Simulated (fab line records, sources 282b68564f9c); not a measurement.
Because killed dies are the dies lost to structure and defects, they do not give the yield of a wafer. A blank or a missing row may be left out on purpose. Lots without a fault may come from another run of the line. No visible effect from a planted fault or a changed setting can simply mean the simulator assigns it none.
The same fault as seen by 2 desks + flow rit-cmos + each desk has only its own numbers; what lay behind them comes last

## FOR THE TOOL OWNER'S DESK: lpcvd-02
The tool's own readings at RIT_GATE_CVD_08 (deposits poly-Si from SiH4, target thk 250 nm, time 2220 s): means of the sampled wafers that have a number, for each lot that ran on this tool. If a lot's mean is further than 4 standard deviations from the usual mean, the lot is out of limits and carries the mark OUT (the distance appears in the brackets).
Columns: A = sih4-flow-sccm at RIT_GATE_CVD_08, usual 100.03 sccm; B = spike-tc-centre-C at RIT_GATE_CVD_08, usual 611.2 C; C = zone-power-load-pct at RIT_GATE_CVD_08, usual 12.81 %
| lot  | first seen here | A      | B     | C     |
|------|-----------------|--------|-------|-------|
| L482 | day 2 18:07     | 99.99  | 610.7 | 12.87 |
| L486 | day 3 12:32     | 100.27 | 611.3 | 12.74 |
| L487 | day 3 22:52     | 99.70  | 611.3 | 12.76 |
| L492 | day 4 22:39     | 99.56  | 610.0 | 13.12 |
| L494 | day 5 08:55     | 99.99  | 611.3 | 12.72 |
| L496 | day 5 14:53     | 100.08 | 610.6 | 12.83 |
| L497 | day 5 19:25     | 100.47 | 611.1 | 12.65 |
| L498 | day 6 05:15     | 100.00 | 610.3 | 13.21 |
Result from this desk: across the 8 lots, nothing is out of limits.

## AT THE METROLOGY DESK
Means of the sampled wafers that have a number, per lot and without regard to the tool the lot ran on: this is what the gauges read. If a lot's mean is further than 4 standard deviations from the usual mean, the lot is out of limits and carries the mark OUT (the distance appears in the brackets).
Columns: A = cd-nm at RIT_ACTIVE_CD_MEAS_11, usual 1400.9 nm; B = FIELD_OXIDE_LEFT_1_THK at RIT_FOX2_THK_MEAS_90, usual 322 nm; C = NWELL_TW at RIT_NWELL_TW_MEAS_10, usual 2144; D = GATE_POLY_THK at RIT_GATE_THK_MEAS_09, usual 255.5 nm
| lot  | first seen here | A      | B   | C    | D               |
|------|-----------------|--------|-----|------|-----------------|
| L481 | day 1 15:16     | 1402.5 | 320 | 2133 | 258.9           |
| L482 | day 1 19:36     | 1400.3 | 323 | 2142 | 255.5           |
| L486 | day 2 15:34     | 1400.6 | 333 | 2176 | 252.1           |
| L487 | day 2 21:31     | 1401.5 | 320 | 2146 | 255.6           |
| L492 | day 4 01:02     | 1402.7 | 328 | 2124 | 259.1           |
| L494 | day 4 07:26     | 1403.4 | 328 | 2164 | 254.8           |
| L496 | day 4 17:26     | 1399.3 | 327 | 2160 | 296.2 (+16) OUT |
| L497 | day 4 23:28     | 1402.0 | 318 | 2151 | 295.2 (+16) OUT |
| L498 | day 5 03:32     | 1398.0 | 320 | 2133 | 254.1           |
| L499 | day 5 09:52     | 1399.0 | 319 | 2149 | 256.3           |
| L500 | day 5 14:35     | 1402.2 | 309 | 2152 | 258.8           |
| L501 | day 5 18:48     | 1398.3 | 324 | 2130 | 257.1           |
| L502 | day 5 23:49     | 1398.4 | 313 | 2136 | 259.3           |
| L503 | day 6 07:21     | 1399.3 | 321 | 2153 | 257.1           |
This desk reports L496, L497 out of limits; the earliest was L496 at day 5 16:30 (GATE_POLY_THK at RIT_GATE_THK_MEAS_09). L481, L482, L486, L487, L492, L494, L498, L499, L500, L501, L502, L503: within limits.

## ALL TOGETHER
On L496, L497, the metrology desk was in a position to raise an alarm at day 5 16:30.
Nothing out of limits was seen by the tool owner's desk.
Tool owner's desk: L496, L497 on record, inside its limits.
The lots listed all ran RIT_GATE_CVD_08 on lpcvd-02.

## WHAT WAS PUT IN BY THE SIMULATOR
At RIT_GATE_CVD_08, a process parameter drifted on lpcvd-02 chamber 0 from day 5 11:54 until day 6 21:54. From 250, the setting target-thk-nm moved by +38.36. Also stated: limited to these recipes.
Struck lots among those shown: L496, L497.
Time in hours between the start of the fault and the first out-of-limits reading at each desk: metrology desk, 5.
